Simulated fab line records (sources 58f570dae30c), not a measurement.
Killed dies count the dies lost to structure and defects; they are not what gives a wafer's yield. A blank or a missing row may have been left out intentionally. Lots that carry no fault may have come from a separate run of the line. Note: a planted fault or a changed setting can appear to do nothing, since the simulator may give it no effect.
fab line records	flow berkeleyCmos170
[record] lots = 7	wafers = 21	lastDay = 12
route steps=331 shown SDANNEAL@205 PSD@206 NSD@207 PLDD@208 NLDD@209 SILICIDE@210 CONTACT@216
lots that met no fault: from a run of the same line without faults
startH: start of the lot's first displayed wafer, in hours after the record's first day	waitH: hours from the lot's prior step to this one	" as in the row above	L1.1+2: a single row standing in for several wafers	- value missing, or start not given	* or withheld: withheld	< > ~ a bound
route shown NAME@n: names a module that has steps shown in the file, with the first one's number in the route	usual: mean/standard deviation of fault-free wafers	same: alike in all rows	chamber/n: place in a boat	sites: per-site readings	_std_site: the values' standard deviation	_edge_site: outer sites' mean less inner sites'	radiusMm: for every site, how far away it sits from the centre of the wafer	mask NAME#n: copy n	behind: tool/chamber where the wafer was last shaped	hold: reason for holding the lot/hours on hold/outcome of the hold	device: which transistor (n, p or np) failed to switch	end of line: the same wafers' tests at the end of the route	where a step has no rows: the recipe by itself	killed: dies that structure and defects cost at the first sort, which is not the same as the wafer's yield	map: shows each die of a wafer: x if killed, . if not, _ if none is there
set.NAME: the run value of the setting; set.NAME@STEP: its run value at that earlier step	model.NAME: the simulator's own value behind a step, which no gauge read
lots at selected steps of the route; one table per step, one row per wafer
services: a tool's chamber out of use, with start hour (startH, from the record's first day; less than 0 if before it), hours out, and reason
[[steps]]
[step UCB170_SDANNEAL_RTA_01]
[recipe] tempC = 1050	timeS = 5	ambient = N2
[usual] chamberO2Ppm = 1.995/0.025	lampPowerPct = 39.1/1.5	wafer_temp_C_max = 1054.8/0.96
lot.wafer	tool	chamber	startH	waitH	chamberO2Ppm	lampPowerPct	wafer_temp_C_max
L997.1	rtpAnneal-01	0	157.25	0.1	2.023	40.6	1054.1
L997.2	"	0	"	"	1.995	40.6	1056.2
L997.5	"	0	"	"	2.010	40.6	1054.7
L996.3	rtpAnneal-01	0	157.96	0.1	2.030	40.6	1053.8
L996.4	"	0	"	"	2.012	40.5	1054.4
L996.6	"	0	"	"	2.014	40.6	1054.5
L999.1	rtpAnneal-02	0	181.52	0.1	1.989	37.6	1054.5
L999.3	"	0	"	"	1.985	37.5	1054.6
L999.4	"	0	"	"	1.997	37.5	1054.9
L107.3	rtpAnneal-02	0	210.98	0.1	2.026	37.5	1054.9
L107.5	"	0	"	"	1.983	37.5	1053.5
L107.6	"	0	"	"	2.022	37.6	1054.2
L112.1	rtpAnneal-02	0	241.53	0.1	2.021	37.4	1057.5
L112.3	"	0	"	"	1.980	37.5	1055.0
L112.5	"	0	"	"	2.027	37.5	1054.7
L114.2	rtpAnneal-01	0	249.82	0.1	1.969	40.6	1054.1
L114.3	"	0	"	"	1.975	40.5	1057.5
L114.4	"	0	"	"	1.985	40.6	1054.7
L115.3	rtpAnneal-01	0	262.04	0.1	2.032	40.6	1054.9
L115.4	"	0	"	"	2.023	40.6	1054.7
L115.6	"	0	"	"	2.051	40.6	1053.3
[step UCB170_SDANNEAL_RS_MEAS_02]
[recipe] thkMeasGauge = four-point-probe
[usual] PSD_RS = 75.6/0.32
lot.wafer	tool	chamber	startH	waitH	PSD_RS[ohm/sq]
L997.1	filmMetro-03	-	157.31	0.0	75.0
L997.2	"	-	"	"	75.2
L997.5	"	-	"	"	75.2
L996.3	filmMetro-03	-	158.09	0.1	75.8
L996.4	"	-	"	"	76.0
L996.6	"	-	"	"	76.0
L999.1	filmMetro-03	-	181.58	0.0	75.8
L999.3	"	-	"	"	75.7
L999.4	"	-	"	"	76.1
L107.3	filmMetro-01	-	211.06	0.1	75.9
L107.5	"	-	"	"	76.0
L107.6	"	-	"	"	75.6
L112.1	filmMetro-02	-	241.59	0.0	75.9
L112.3	"	-	"	"	75.6
L112.5	"	-	"	"	75.6
L114.2	filmMetro-02	-	249.89	0.1	75.7
L114.3	"	-	"	"	76.1
L114.4	"	-	"	"	75.7
L115.3	filmMetro-02	-	262.11	0.1	75.3
L115.4	"	-	"	"	74.9
L115.6	"	-	"	"	75.3
[step UCB170_SDANNEAL_RS_MEAS_03]
[recipe] thkMeasGauge = four-point-probe
[usual] NSD_RS = 37.28/0.096
lot.wafer	tool	chamber	startH	waitH	NSD_RS[ohm/sq]
L997.1	filmMetro-03	-	157.43	0.1	37.38
L997.2	"	-	"	"	37.38
L997.5	"	-	"	"	37.33
L996.3	filmMetro-03	-	158.21	0.1	37.25
L996.4	"	-	"	"	37.27
L996.6	"	-	"	"	37.26
L999.1	filmMetro-03	-	181.70	0.1	37.45
L999.3	"	-	"	"	37.30
L999.4	"	-	"	"	37.36
L107.3	filmMetro-01	-	211.18	0.1	37.34
L107.5	"	-	"	"	37.21
L107.6	"	-	"	"	37.12
L112.1	filmMetro-02	-	241.71	0.1	37.26
L112.3	"	-	"	"	37.22
L112.5	"	-	"	"	37.31
L114.2	filmMetro-02	-	250.01	0.1	37.37
L114.3	"	-	"	"	37.42
L114.4	"	-	"	"	37.35
L115.3	filmMetro-02	-	262.23	0.1	37.31
L115.4	"	-	"	"	37.25
L115.6	"	-	"	"	37.33
[step UCB170_SDANNEAL_RS_MEAS_04]
[recipe] thkMeasGauge = four-point-probe
[usual] PLDD_RS = 1031.5/2.9
lot.wafer	tool	chamber	startH	waitH	PLDD_RS[ohm/sq]
L997.1	filmMetro-03	-	157.55	0.1	1032.1
L997.2	"	-	"	"	1032.0
L997.5	"	-	"	"	1034.7
L996.3	filmMetro-03	-	158.33	0.1	1027.4
L996.4	"	-	"	"	1030.5
L996.6	"	-	"	"	1029.2
L999.1	filmMetro-03	-	181.82	0.1	1032.4
L999.3	"	-	"	"	1033.7
L999.4	"	-	"	"	1032.7
L107.3	filmMetro-01	-	211.30	0.1	1028.7
L107.5	"	-	"	"	1026.6
L107.6	"	-	"	"	1029.3
L112.1	filmMetro-02	-	241.83	0.1	1028.1
L112.3	"	-	"	"	1027.7
L112.5	"	-	"	"	1028.1
L114.2	filmMetro-02	-	250.13	0.1	1031.2
L114.3	"	-	"	"	1034.8
L114.4	"	-	"	"	1032.0
L115.3	filmMetro-02	-	262.35	0.1	1031.0
L115.4	"	-	"	"	1035.8
L115.6	"	-	"	"	1033.2
[step UCB170_SDANNEAL_RS_MEAS_05]
[recipe] thkMeasGauge = four-point-probe
[usual] NLDD_RS = 616.6/1.4
lot.wafer	tool	chamber	startH	waitH	NLDD_RS[ohm/sq]
L997.1	filmMetro-03	-	157.67	0.1	618.8
L997.2	"	-	"	"	618.8
L997.5	"	-	"	"	619.2
L996.3	filmMetro-03	-	158.45	0.1	617.1
L996.4	"	-	"	"	617.0
L996.6	"	-	"	"	616.9
L999.1	filmMetro-03	-	181.94	0.1	616.4
L999.3	"	-	"	"	616.9
L999.4	"	-	"	"	615.3
L107.3	filmMetro-01	-	211.42	0.1	615.7
L107.5	"	-	"	"	618.1
L107.6	"	-	"	"	616.0
L112.1	filmMetro-02	-	241.95	0.1	618.0
L112.3	"	-	"	"	617.5
L112.5	"	-	"	"	618.0
L114.2	filmMetro-02	-	250.25	0.1	616.5
L114.3	"	-	"	"	616.1
L114.4	"	-	"	"	616.7
L115.3	filmMetro-02	-	262.47	0.1	615.3
L115.4	"	-	"	"	616.4
L115.6	"	-	"	"	615.8
[step UCB170_SILICIDE_PRE_CLEAN_00]
[recipe] gas = Ar	precleanEtchTimeS = 60
[step UCB170_SILICIDE_SPUTTER_01]
[recipe] material = Ti	targetThkNm = 30	timeS = 25	powerW = 1500	chamberPressurePa = 0.5
[step UCB170_SILICIDE_RS_MEAS_02]
[recipe] thkMeasGauge = four-point-probe	reads = Ti_of_SILICIDE_SPUTTER_01
[usual] SILICIDE_TI_RS = 26.26/0.27
lot.wafer	tool	chamber	startH	waitH	SILICIDE_TI_RS[ohm/sq]
L997.1	filmMetro-02	-	157.89	0.0	25.71
L997.2	"	-	"	"	25.96
L997.5	"	-	"	"	26.18
L996.3	filmMetro-02	-	158.67	0.1	26.25
L996.4	"	-	"	"	26.06
L996.6	"	-	"	"	26.03
L999.1	filmMetro-04	-	182.15	0.0	26.51
L999.3	"	-	"	"	26.22
L999.4	"	-	"	"	25.95
L107.3	filmMetro-04	-	211.63	0.1	26.04
L107.5	"	-	"	"	26.18
L107.6	"	-	"	"	25.85
L112.1	filmMetro-04	-	242.16	0.0	26.50
L112.3	"	-	"	"	26.24
L112.5	"	-	"	"	26.30
L114.2	filmMetro-04	-	250.46	0.0	26.36
L114.3	"	-	"	"	26.12
L114.4	"	-	"	"	26.09
L115.3	filmMetro-04	-	262.69	0.1	26.46
L115.4	"	-	"	"	26.19
L115.6	"	-	"	"	26.64
[step UCB170_SILICIDE_THK_MEAS_03]
[recipe] thkMeasGauge = xrf	reads = Ti_of_SILICIDE_SPUTTER_01
[usual] SILICIDE_TI_THK = 29.56/0.29
lot.wafer	tool	chamber	startH	waitH	SILICIDE_TI_THK[nm]
L997.1	filmMetro-02	-	158.01	0.1	30.13
L997.2	"	-	"	"	30.00
L997.5	"	-	"	"	29.74
L996.3	filmMetro-02	-	158.77	0.1	29.69
L996.4	"	-	"	"	29.66
L996.6	"	-	"	"	29.84
L999.1	filmMetro-04	-	182.27	0.1	29.07
L999.3	"	-	"	"	29.57
L999.4	"	-	"	"	29.76
L107.3	filmMetro-04	-	211.73	0.1	29.76
L107.5	"	-	"	"	29.37
L107.6	"	-	"	"	29.64
L112.1	filmMetro-04	-	242.28	0.1	29.28
L112.3	"	-	"	"	29.52
L112.5	"	-	"	"	29.56
L114.2	filmMetro-04	-	250.57	0.1	29.41
L114.3	"	-	"	"	29.76
L114.4	"	-	"	"	29.63
L115.3	filmMetro-04	-	262.79	0.1	29.20
L115.4	"	-	"	"	29.45
L115.6	"	-	"	"	29.18
[step UCB170_SILICIDE_RTA_04]
[recipe] tempC = 650	timeS = 15	ambient = N2
[usual] chamberO2Ppm = 2.005/0.022	lampPowerPct = 10.8/0.42	wafer_temp_C_max = 653.1/0.59
lot.wafer	tool	chamber	startH	waitH	chamberO2Ppm	lampPowerPct	wafer_temp_C_max
L997.1	rtpAnneal-02	0	158.07	0.1	2.026	10.4	653.8
L997.2	"	0	"	"	2.007	10.4	653.4
L997.5	"	0	"	"	2.009	10.4	654.5
L996.3	rtpAnneal-02	0	158.83	0.1	2.027	10.4	652.9
L996.4	"	0	"	"	2.040	10.4	652.8
L996.6	"	0	"	"	2.001	10.4	652.2
L999.1	rtpAnneal-01	0	182.33	0.1	2.024	11.3	652.8
L999.3	"	0	"	"	2.016	11.3	652.9
L999.4	"	0	"	"	2.015	11.3	653.6
L107.3	rtpAnneal-01	0	211.80	0.1	1.996	11.3	652.2
L107.5	"	0	"	"	2.069	11.3	653.4
L107.6	"	0	"	"	2.003	11.3	652.6
L112.1	rtpAnneal-01	0	242.34	0.1	1.978	11.3	652.7
L112.3	"	0	"	"	1.956	11.3	654.1
L112.5	"	0	"	"	1.995	11.3	652.4
L114.2	rtpAnneal-02	0	250.64	0.1	2.002	10.4	653.7
L114.3	"	0	"	"	2.009	10.4	652.0
L114.4	"	0	"	"	2.021	10.4	653.6
L115.3	rtpAnneal-02	0	262.86	0.1	1.996	10.4	653.3
L115.4	"	0	"	"	2.040	10.4	652.7
L115.6	"	0	"	"	2.030	10.4	653.0
[step UCB170_SILICIDE_WET_ETCH_05]
[recipe] chemistry = SPM	timeS = 45	tempC = 120	target = Ti
[step UCB170_CONTACT_CLEAN_00]
[recipe] chemistry = SPM	tempC = 120	timeS = 600
[step UCB170_CONTACT_CVD_01]
[recipe] material = PSG	targetThkNm = 700	tempC = 450	precursor = SiH4/O2/PH3	timeS = 2820	pressureMtorr = 300	sih4FlowSccm = 60	o2FlowSccm = 90	ph3FlowSccm = 25
lot.wafer	tool	chamber	startH	waitH	model.PSG_of_CONTACT_CVD_01.thkNm
L997.1	lpcvd-01	0	158.64	0.0	1276
L997.2	"	0	"	"	1278
L997.5	"	0	"	"	1282
L996.3	lpcvd-01	1	160.43	1.2	1277
L996.4	"	1	"	"	1274
L996.6	"	1	"	"	1280
L999.1+3	lpcvd-01	1	182.61	0.0	1279
L999.4	"	1	"	"	1276
L107.3	lpcvd-02	0	212.72	0.7	703.8
L107.5	"	0	"	"	703.7
L107.6	"	0	"	"	708
L112.1	lpcvd-02	0	243.53	0.0	702.9
L112.3	"	0	"	"	702.1
L112.5	"	0	"	"	699.8
L114.2	lpcvd-02	1	253.53	0.0	702.2
L114.3	"	1	"	"	700.1
L114.4	"	1	"	"	691.9
L115.3	lpcvd-01	0	263.12	0.0	702.7
L115.4	"	0	"	"	705.3
L115.6	"	0	"	"	710.1
[step UCB170_CONTACT_THK_MEAS_02]
[recipe] reads = PSG_of_CONTACT_CVD_01
[usual] CONTACT_PSG_THK = 702/6.3
lot.wafer	tool	chamber	startH	waitH	CONTACT_PSG_THK[nm]
L997.1	filmMetro-02	-	160.43	0.0	1277
L997.2	"	-	"	"	1277
L997.5	"	-	"	"	1281
L996.3	filmMetro-03	-	162.23	0.0	1277
L996.4	"	-	"	"	1275
L996.6	"	-	"	"	1280
L999.1	filmMetro-03	-	184.39	0.0	1280
L999.3	"	-	"	"	1279
L999.4	"	-	"	"	1275
L107.3	filmMetro-02	-	214.53	0.0	704
L107.5	"	-	"	"	703
L107.6	"	-	"	"	708
L112.1	filmMetro-02	-	245.32	0.0	702
L112.3	"	-	"	"	702
L112.5	"	-	"	"	700
L114.2	filmMetro-03	-	255.33	0.0	702
L114.3	"	-	"	"	700
L114.4	"	-	"	"	692
L115.3	filmMetro-02	-	264.92	0.0	703
L115.4	"	-	"	"	706
L115.6	"	-	"	"	710
[step UCB170_CONTACT_HMDS_03]
[recipe] primeTimeS = 60	primeTempC = 100
[step UCB170_CONTACT_COAT_04]
[recipe] resist = KrF	spinRpm = 1500	resistThkNm = 900
[step UCB170_CONTACT_SOFTBAKE_05]
[recipe] resist = KrF	tempC = 130	timeS = 60
[step UCB170_CONTACT_STRIP_06]
[recipe] chemistry = O2	powerW = 400	pressureMtorr = 3500	platenTempC = withheld	o2FlowSccm = 400	overashFraction = 0.5
[usual] drypumpMotorCurrentA = 5.5/0.49	oesProductAu = 0.734/0.0047	stripTimeToEndpointS = 22.01/0.059
lot.wafer	tool	chamber	startH	waitH	drypumpMotorCurrentA	oesProductAu	rfHoursCounterH	stripTimeToEndpointS
L997.1	plasmaAsher-03	1	160.94	0.1	5.3	0.736	4	22.08
L997.2	"	0	"	"	5.2	0.737	4	22.14
L997.5	"	1	"	"	5.3	0.735	-	22.06
L996.3	plasmaAsher-01	1	162.75	0.1	6.4	0.733	-	21.96
L996.4	"	0	"	"	6.1	0.737	-	22.05
L996.6	"	1	"	"	6.3	0.727	-	22.08
L999.1	plasmaAsher-02	1	184.90	0.1	5.7	0.739	46	22.03
L999.3	"	1	"	"	5.7	0.734	-	22.01
L999.4	"	0	"	"	4.9	0.726	-	22.02
L107.3	plasmaAsher-03	1	215.05	0.1	5.3	0.739	-	22.05
L107.5	"	1	"	"	5.3	0.735	-	21.99
L107.6	"	0	"	"	5.2	0.737	-	22.05
L112.1	plasmaAsher-03	1	245.83	0.1	5.3	0.730	12	22.01
L112.3	"	0	"	"	5.2	0.725	-	22.00
L112.5	"	1	"	"	5.3	0.729	-	21.98
L114.2	plasmaAsher-01	0	255.99	0.1	6.1	0.732	52	21.94
L114.3	"	0	"	"	6.1	0.740	-	21.95
L114.4	"	1	"	"	6.3	0.738	-	21.86
L115.3	plasmaAsher-01	0	265.44	0.1	6.1	0.734	-	22.14
L115.4	"	1	"	"	6.3	0.742	-	22.10
L115.6	"	1	"	"	6.3	0.737	-	22.10
[step UCB170_CONTACT_CLEAN_07]
[recipe] chemistry = SPM	tempC = 120	timeS = 600
[step UCB170_CONTACT_RTA_08]
[recipe] tempC = 900	timeS = 10	ambient = N2
[usual] chamberO2Ppm = 1.997/0.02	lampPowerPct = 25.2/0.99	wafer_temp_C_max = 904.2/0.85
lot.wafer	tool	chamber	startH	waitH	chamberO2Ppm	lampPowerPct	wafer_temp_C_max
L997.1	rtpAnneal-01	0	161.23	0.0	2.019	26.3	903.8
L997.2	"	0	"	"	1.978	26.2	903.7
L997.5	"	0	"	"	2.002	26.3	905.0
L996.3	rtpAnneal-01	0	163.03	0.0	1.968	26.3	905.2
L996.4	"	0	"	"	2.015	26.3	904.1
L996.6	"	0	"	"	1.997	26.3	903.9
L999.1	rtpAnneal-02	0	185.17	0.0	1.996	24.3	903.7
L999.3	"	0	"	"	1.999	24.3	905.0
L999.4	"	0	"	"	1.996	24.3	905.5
L107.3	rtpAnneal-02	0	215.31	0.0	1.962	24.3	903.5
L107.5	"	0	"	"	1.960	24.3	903.3
L107.6	"	0	"	"	2.012	24.3	902.9
L112.1	rtpAnneal-02	0	246.10	0.0	1.991	24.3	902.4
L112.3	"	0	"	"	2.009	24.3	904.0
L112.5	"	0	"	"	1.968	24.3	903.5
L114.2	rtpAnneal-01	0	256.28	0.0	2.012	26.3	903.6
L114.3	"	0	"	"	1.993	26.3	904.6
L114.4	"	0	"	"	2.010	26.2	903.4
L115.3	rtpAnneal-01	0	265.74	0.0	1.980	26.3	904.6
L115.4	"	0	"	"	2.009	26.3	903.2
L115.6	"	0	"	"	2.005	26.3	903.6
[step UCB170_CONTACT_COAT_09]
[recipe] resist = BARC	tempC = withheld	timeS = withheld	spinRpm = 3000	resistThkNm = withheld
[step UCB170_CONTACT_COAT_10]
[recipe] resist = KrF	spinRpm = 1500	resistThkNm = 900
[step UCB170_CONTACT_SOFTBAKE_11]
[recipe] resist = KrF	tempC = 130	timeS = 60
[step UCB170_CONTACT_EXPOSE_12]
[recipe] maskId = CONT	targetCdNm = 700	na = 0.5	sigmaOuter = 0.6	sourceShape = conventional	doseMj = 35
[step UCB170_CONTACT_PEB_13]
[recipe] pebTempC = 130	pebTimeS = withheld	resist = KrF
[step UCB170_CONTACT_DEVELOP_14]
[recipe] developer = TMAH	developTimeS = 45	resist = KrF	devTempC = 21
[step UCB170_CONTACT_CD_MEAS_15]
[recipe] targetCdNm = 700
[usual] cdNm = 699.7/1.3
lot.wafer	tool	chamber	startH	waitH	cdNm
L997.1	cdSem-01	-	162.49	-	700.1
L997.2	"	-	"	"	699.3
L997.5	"	-	"	"	696.4
L996.3	cdSem-02	-	164.22	-	699.3
L996.4	"	-	"	"	699.4
L996.6	"	-	"	"	699.8
L999.1	cdSem-02	-	186.08	-	701.4
L999.3	"	-	"	"	701.5
L999.4	"	-	"	"	700.6
L107.3	cdSem-01	-	216.24	-	698.3
L107.5	"	-	"	"	699.0
L107.6	"	-	"	"	698.4
L112.1	cdSem-01	-	247.06	-	700.2
L112.3	"	-	"	"	700.4
L112.5	"	-	"	"	698.4
L114.2	cdSem-01	-	257.70	-	699.9
L114.3	"	-	"	"	700.9
L114.4	"	-	"	"	700.6
L115.3	cdSem-02	-	267.04	-	698.7
L115.4	"	-	"	"	700.8
L115.6	"	-	"	"	700.5
[step UCB170_CONTACT_OVL_MEAS_16]
[usual] CONTACT_OVL = -2/6
lot.wafer	tool	chamber	startH	waitH	CONTACT_OVL[nm]
L997.1	overlay-01	-	162.61	0.1	4
L997.2	"	-	"	"	4
L997.5	"	-	"	"	2
L996.3	overlay-02	-	164.31	0.1	-5
L996.4	"	-	"	"	-2
L996.6	"	-	"	"	2
L999.1	overlay-02	-	186.20	0.1	9
L999.3	"	-	"	"	-1
L999.4	"	-	"	"	-4
L107.3	overlay-02	-	216.33	0.1	10
L107.5	"	-	"	"	12
L107.6	"	-	"	"	14
L112.1	overlay-01	-	247.18	0.1	-3
L112.3	"	-	"	"	-8
L112.5	"	-	"	"	-5
L114.2	overlay-01	-	257.81	0.1	0
L114.3	"	-	"	"	2
L114.4	"	-	"	"	-1
L115.3	overlay-01	-	267.14	0.1	0
L115.4	"	-	"	"	-3
L115.6	"	-	"	"	-6
[step UCB170_CONTACT_ETCH_17]
[recipe] chemistry = N2/H2	targetDepthA = withheld	overetchA = withheld	target = BARC	timeS = withheld	sourceW = 500	biasW = 100	pressureMtorr = 30	n2FlowSccm = 100	h2FlowSccm = 200
[usual] drypumpMotorCurrentA = 5.8/0.41	oesProductAu = 1.000/0.012	throttleValvePct = 13.34/0.19
lot.wafer	tool	chamber	startH	waitH	drypumpMotorCurrentA	oesProductAu	throttleValvePct
L997.1	rieDiel-02	1	162.64	0.0	5.2	1.008	13.37
L997.2	"	0	"	"	6.3	0.974	13.22
L997.5	"	1	"	"	5.2	1.004	13.36
L996.3	rieDiel-01	0	164.34	0.0	5.8	1.020	13.38
L996.4	"	1	"	"	5.5	0.985	12.99
L996.6	"	0	"	"	5.8	1.016	13.37
L999.1	rieDiel-01	2	186.24	0.0	6.0	1.017	13.20
L999.3	"	1	"	"	5.5	0.995	13.00
L999.4	"	0	"	"	5.7	1.020	13.37
L107.3	rieDiel-02	1	216.35	0.0	5.2	1.011	13.36
L107.5	"	1	"	"	5.2	1.013	13.37
L107.6	"	2	"	"	6.7	1.015	13.22
L112.1	rieDiel-02	1	247.21	0.0	5.2	0.999	13.34
L112.3	"	2	"	"	6.7	1.002	13.21
L112.5	"	1	"	"	5.2	0.989	13.36
L114.2	rieDiel-04	0	257.84	0.0	6.0	0.980	13.53
L114.3	"	1	"	"	5.7	0.987	13.52
L114.4	"	2	"	"	6.0	1.002	13.64
L115.3	rieDiel-04	0	267.16	0.0	5.9	0.989	13.51
L115.4	"	3	"	"	6.4	1.000	13.47
L115.6	"	2	"	"	6.0	1.006	13.66
[step UCB170_CONTACT_ETCH_18]
[recipe] chemistry = CHF3/CF4/Ar	target = PSG	stopOn = TiSi2	CHF3_flow_sccm = 45	cf4FlowSccm = 15	Ar_flow_sccm = 150	pressureMtorr = 200	rfW = 700	targetDepthA = 8400	overEtchFrac = 0.2	timeS = 195
[usual] drypumpMotorCurrentA = 5.8/0.41	oesProductAu = 0.894/0.0096	throttleValvePct = 6.95/0.13
lot.wafer	tool	chamber	startH	waitH	drypumpMotorCurrentA	oesProductAu	rfHoursCounterH	throttleValvePct	model.CONTACT.featureDepthNm	model.etch.depthNm
L997.1	rieDiel-02	1	-	-	5.2	1.010	6	6.95	843.6	843.6
L997.2	"	0	"	"	6.3	0.985	144	6.83	836.1	836.1
L997.5	"	1	"	"	5.2	1.000	-	6.95	840.3	840.3
L996.3	rieDiel-01	0	-	-	5.8	1.005	118	7.01	852.3	852.3
L996.4	"	1	"	"	5.5	0.988	9	6.74	843.1	843.1
L996.6	"	0	"	"	5.8	1.009	-	6.98	858.9	858.9
L999.1	rieDiel-01	2	-	-	6.0	1.005	73	6.84	844.9	844.9
L999.3	"	1	"	"	5.5	0.985	10	6.74	843.6	843.6
L999.4	"	0	"	"	5.7	1.015	119	7.00	854.6	854.6
L107.3	rieDiel-02	1	-	-	5.2	0.901	9	6.94	703.8	703.8
L107.5	"	1	"	"	5.2	0.896	-	6.96	703.7	703.7
L107.6	"	2	"	"	6.6	0.908	-	6.87	708	708
L112.1	rieDiel-02	1	-	-	5.2	0.910	11	6.97	702.9	702.9
L112.3	"	2	"	"	6.6	0.903	54	6.87	702.1	702.1
L112.5	"	1	"	"	5.2	0.893	-	6.96	699.8	699.8
L114.2	rieDiel-04	0	-	-	6.0	0.894	48	7.08	702.2	702.2
L114.3	"	1	"	"	5.7	0.900	20	7.07	700.1	700.1
L114.4	"	2	"	"	6.0	0.884	0	7.14	691.9	691.9
L115.3	rieDiel-04	0	-	-	5.9	0.889	49	7.07	702.7	702.7
L115.4	"	3	"	"	6.3	0.910	55	7.09	705.3	705.3
L115.6	"	2	"	"	5.9	0.898	-	7.15	710.1	710.1
[step UCB170_CONTACT_STRIP_19]
[recipe] chemistry = O2	powerW = 400	pressureMtorr = 3500	platenTempC = withheld	o2FlowSccm = 400	overashFraction = 0.5
[[services]]
tool	chamber	startH	hours	kind
plasmaAsher-03	-	144.91	1.1	repair
rieDiel-04	2	162.04	7.4	repair
plasmaAsher-03	-	164.81	1.9	repair
rieDiel-02	-	184.79	0.3	repair
rieDiel-02	0	193.69	-	clean
rieDiel-02	0	193.69	26.3	scheduledDown
rieDiel-02	0	193.69	26.3	ventCycle
rieDiel-04	-	198.78	0.8	repair
rieDiel-01	-	204.77	0.5	repair
lpcvd-01	-	206.46	1.4	repair
rieDiel-01	2	206.85	33.7	repair
rtpAnneal-01	-	212.17	3.4	pm
rieDiel-01	1	218.98	5.3	repair
rieDiel-02	2	225.12	16.6	repair
rieDiel-04	2	232.66	-	clean
rieDiel-04	2	232.66	13.5	scheduledDown
rieDiel-04	2	232.66	13.5	ventCycle
rieDiel-04	-	252.04	1.2	repair
[[key]]
[firstSign] step = UCB170_CONTACT_THK_MEAS_02	reading = CONTACT_PSG_THK	direction = up	sigmas = 92	usual = 702	struck = 1278
[effect] step = UCB170_CONTACT_ETCH_18	reading = oesProductAu	direction = up	sigmas = 11	usual = 0.894	struck = 1.000
[modelEffect] step = UCB170_CONTACT_CVD_01	value = PSG_of_CONTACT_CVD_01.thkNm	without = 700.8	struck = 1278
[modelEffect] step = UCB170_CONTACT_ETCH_18	value = CONTACT.featureDepthNm	without = 700.8	struck = 846.4
metAt UCB170_CONTACT_CVD_01
struckWafers L996.3,L996.4,L996.6,L997.1,L997.2,L997.5,L999.1,L999.3,L999.4
laterRowsLeftOut L996.3,L996.4,L996.6,L997.1,L997.2,L997.5,L999.1,L999.3,L999.4
sortLeftOut L996.3,L996.4,L996.6,L997.1,L997.2,L997.5,L999.1,L999.3,L999.4
testerLeftOut L996,L997,L999
[fault] kind = processParameterDrift	tool = lpcvd-01	chamber = -	onsetH = 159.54	steps = UCB170_CONTACT_CVD_01	channel = targetThkNm	offset = 577.05	shape = step	endH = 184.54	actsIn = theseRecipesOnly	stated = 700
// testerLeftOut: of these lots the tester's yield and bins aren't shown, on N5 and GAA mostly nor the transistor test; their killed dies are dies lost to structure and defects alone, not to doping, threshold or leakage, so they don't give the yield
// sortLeftOut: the simulated sort isn't trusted on such a fault, so these wafers' sort isn't shown, and their yield isn't known
// laterRowsLeftOut: the simulator's readings of these wafers behind a module that went badly wrong aren't trusted and aren't shown, but for the sort
